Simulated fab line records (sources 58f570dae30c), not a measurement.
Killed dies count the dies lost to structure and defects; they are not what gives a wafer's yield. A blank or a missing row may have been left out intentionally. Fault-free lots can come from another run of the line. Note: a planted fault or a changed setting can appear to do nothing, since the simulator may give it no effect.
Tool commonality check :: flow berkeley_cmos170 :: Lots sampled 14, wafers sampled 42

WHY IT WAS OPENED
Of 14 lots, 2 have the reading PVT_TW flagged at UCB170_PVT_TW_MEAS_09. No-fault wafers: 507.7, standard deviation 2.6.
Rule: a lot gets a flag if all its wafers with a number sit over 4 standard deviations from that mean, or if no wafer of it has a number. The other lots count as sound.

lot: L663
measured: day 5 09:52
on: film_metro-01
PVT_TW, wafer by wafer: 507.3 508.3 508.3
flag: 

lot: L665
measured: day 5 22:50
on: film_metro-01
PVT_TW, wafer by wafer: 506.2 506.4 506.9
flag: 

lot: L666
measured: day 6 07:25
on: film_metro-04
PVT_TW, wafer by wafer: 506.4 503.7 506.9
flag: 

lot: L669
measured: day 7 04:35
on: film_metro-01
PVT_TW, wafer by wafer: 506.1 506.4 505.7
flag: 

lot: L670
measured: day 7 15:38
on: film_metro-04
PVT_TW, wafer by wafer: 505.7 510.4 510.8
flag: 

lot: L672
measured: day 7 17:54
on: film_metro-03
PVT_TW, wafer by wafer: 505.3 507.2 504.9
flag: 

lot: L674
measured: day 8 01:52
on: film_metro-04
PVT_TW, wafer by wafer: 509.9 510.7 510.6
flag: 

lot: L676
measured: day 8 08:04
on: film_metro-03
PVT_TW, wafer by wafer: 507.0 506.4 507.5
flag: 

lot: L677
measured: day 8 23:23
on: film_metro-04
PVT_TW, wafer by wafer: 510.0 509.8 509.6
flag: 

lot: L678
measured: day 8 23:50
on: film_metro-01
PVT_TW, wafer by wafer: 478.7 481.4 481.0
flag: FLAGGED

lot: L680
measured: day 9 09:33
on: film_metro-04
PVT_TW, wafer by wafer: 481.0 484.4 483.4
flag: FLAGGED

lot: L681
measured: day 9 10:13
on: film_metro-01
PVT_TW, wafer by wafer: 506.5 505.2 505.6
flag: 

lot: L682
measured: day 9 10:19
on: film_metro-03
PVT_TW, wafer by wafer: 508.8 508.7 508.4
flag: 

lot: L686
measured: day 10 20:32
on: film_metro-03
PVT_TW, wafer by wafer: 504.9 507.8 506.6
flag: 
The mean of the flagged lots' numbers is 481.6, -26.1 from the usual (-10 standard deviations).

WHICH TOOL RAN EACH LOT
The record holds 1 process step before the reading, out of a route of 331 steps. Each cell gives the tool, then ch followed by the chambers the sampled wafers passed through, then the start.
lot: L663
flag: 
UCB170_PVT_IMPLANT_07: implanter-03 ch 0, day 5 09:37

lot: L665
flag: 
UCB170_PVT_IMPLANT_07: implanter-01 ch 0, day 5 22:37

lot: L666
flag: 
UCB170_PVT_IMPLANT_07: implanter-03 ch 0, day 6 07:11

lot: L669
flag: 
UCB170_PVT_IMPLANT_07: implanter-01 ch 0, day 7 04:20

lot: L670
flag: 
UCB170_PVT_IMPLANT_07: implanter-01 ch 0, day 7 15:23

lot: L672
flag: 
UCB170_PVT_IMPLANT_07: implanter-03 ch 0, day 7 17:41

lot: L674
flag: 
UCB170_PVT_IMPLANT_07: implanter-03 ch 0, day 8 01:37

lot: L676
flag: 
UCB170_PVT_IMPLANT_07: implanter-01 ch 0, day 8 07:49

lot: L677
flag: 
UCB170_PVT_IMPLANT_07: implanter-01 ch 0, day 8 23:08

lot: L678
flag: FLAGGED
UCB170_PVT_IMPLANT_07: implanter-03 ch 0, day 8 23:35

lot: L680
flag: FLAGGED
UCB170_PVT_IMPLANT_07: implanter-03 ch 0, day 9 09:18

lot: L681
flag: 
UCB170_PVT_IMPLANT_07: implanter-04 ch 0, day 9 09:59

lot: L682
flag: 
UCB170_PVT_IMPLANT_07: implanter-01 ch 0, day 9 10:03

lot: L686
flag: 
UCB170_PVT_IMPLANT_07: implanter-04 ch 0, day 10 20:17
What these steps do:
- UCB170_PVT_IMPLANT_07
- UCB170_PVT_TW_MEAS_09

FLAGGED OVER TOTAL, TOOL BY TOOL (the gauges that took the reading come last)
step: UCB170_PVT_IMPLANT_07
tool: implanter-01
lots run: 6
flagged: 0
share of the flagged lots: none
sound lots run after its first flagged lot: -

step: UCB170_PVT_IMPLANT_07
tool: implanter-03
lots run: 6
flagged: 2
share of the flagged lots: all
sound lots run after its first flagged lot: 0

step: UCB170_PVT_IMPLANT_07
tool: implanter-04
lots run: 2
flagged: 0
share of the flagged lots: none
sound lots run after its first flagged lot: -

step: UCB170_PVT_TW_MEAS_09
tool: film_metro-01
lots run: 5
flagged: 1
share of the flagged lots: some
sound lots run after its first flagged lot: 1 (L681)

step: UCB170_PVT_TW_MEAS_09
tool: film_metro-03
lots run: 4
flagged: 0
share of the flagged lots: none
sound lots run after its first flagged lot: -

step: UCB170_PVT_TW_MEAS_09
tool: film_metro-04
lots run: 5
flagged: 1
share of the flagged lots: some
sound lots run after its first flagged lot: 0

WHAT THE TABLE PERMITS
1 row of the table ran every flagged lot: implanter-03 at UCB170_PVT_IMPLANT_07.
- implanter-03 at UCB170_PVT_IMPLANT_07 ran 6 lots, 2 of them flagged. Last sound lot L674 at day 8 01:37, first flagged lot L678 at day 8 23:35; a fault beginning in between fits. Its own readings (beam_energy_keV) fall more than 4 standard deviations out on all wafers of the flagged lots.
One tool is left: implanter-03 at UCB170_PVT_IMPLANT_07.

WHAT HAD BEEN PUT IN BY THE SIMULATOR
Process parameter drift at UCB170_PVT_IMPLANT_07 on implanter-03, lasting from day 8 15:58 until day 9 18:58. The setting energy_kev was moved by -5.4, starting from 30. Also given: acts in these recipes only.
Struck lots among those shown: L678, L680. The rule above found the same.
